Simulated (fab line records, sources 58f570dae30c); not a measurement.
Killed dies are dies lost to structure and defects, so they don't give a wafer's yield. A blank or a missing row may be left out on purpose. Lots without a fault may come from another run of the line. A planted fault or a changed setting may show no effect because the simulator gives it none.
One fault seen from 2 desks | flow berkeley_cmos170 | each desk has only its own numbers; what lay behind them comes last

THE TOOL OWNER'S DESK: implanter-01
The tool's own readings at UCB170_PWELL_IMPLANT_15: means of the sampled wafers that have a number, for each lot that ran on this tool. A lot is out of limits, marked OUT, if its mean lies more than 4 standard deviations from the usual mean; the brackets give that distance.
Columns: A = beam_energy_keV at UCB170_PWELL_IMPLANT_15, usual 60.000; B = beam_on_s at UCB170_PWELL_IMPLANT_15, usual 10.01 s
lot  | first seen here | A                | B
L160 | day 3 16:47     | 60.008           | 9.96
L163 | day 4 12:11     | 59.989           | 9.96
L165 | day 4 22:34     | 59.991           | 9.97
L169 | day 5 15:03     | 60.001           | 9.87
L170 | day 5 23:10     | 59.993           | 9.89
L172 | day 6 11:35     | 61.553 (+74) OUT | 9.90
L173 | day 6 16:41     | 61.590 (+76) OUT | 10.17
L176 | day 7 10:17     | 61.574 (+75) OUT | 10.01
This desk's finding: out of limits on L172, L173, L176; first on L172, day 6 11:35 (beam_energy_keV at UCB170_PWELL_IMPLANT_15). In limits: L160, L163, L165, L169, L170.

THE METROLOGY DESK
What the gauges read, lot by lot, whatever tool the lot ran on: means of the sampled wafers that have a number. A lot is out of limits, marked OUT, if its mean lies more than 4 standard deviations from the usual mean; the brackets give that distance.
Columns: A = GATE_OXIDE_THK at UCB170_GATE_THK_MEAS_02, usual 6.16 nm; B = GATE_OVL at UCB170_GATE_OVL_MEAS_13, usual 2 nm
lot  | first seen here | A    | B
L157 | day 6 01:55     | 6.36 | 12
L159 | day 6 09:12     | 6.24 | 2
L160 | day 6 20:32     | 6.17 | -3
L162 | day 7 04:34     | 6.28 | 3
L163 | day 7 18:30     | 6.11 | 1
L166 | day 7 23:10     | 6.18 | 2
L167 | day 7 23:10     | 6.13 | 2
L165 | day 7 23:10     | 6.19 | 7
L169 | day 8 12:13     | 6.07 | 2
L170 | day 8 20:49     | 6.25 | 9
L172 | day 9 06:03     | 5.99 | 10
L173 | day 9 06:03     | 6.17 | 2
L177 | day 10 04:34    | 6.13 | 6
L176 | day 10 04:34    | 6.22 | -1
L180 | day 10 08:23    | 6.24 | 5
This desk's finding: nothing out of limits on any of the 15 lots.

PUT TOGETHER
The tool owner's desk could have raised an alarm at day 6 11:35, on L172, L173, L176.
The metrology desk saw nothing out of limits.
The metrology desk has L172, L173, L176 on record, within its limits.
Of the lots named, all ran UCB170_PWELL_IMPLANT_15 on implanter-01.

WHAT THE SIMULATOR HAD PUT IN
Process parameter drift: implanter-01, from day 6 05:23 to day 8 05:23, at UCB170_PWELL_IMPLANT_15. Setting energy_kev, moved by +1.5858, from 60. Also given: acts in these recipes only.
Lots struck among those shown: L172, L173, L176.
Hours from the fault's start to each desk's first reading out of limits: the tool owner's desk, 6.
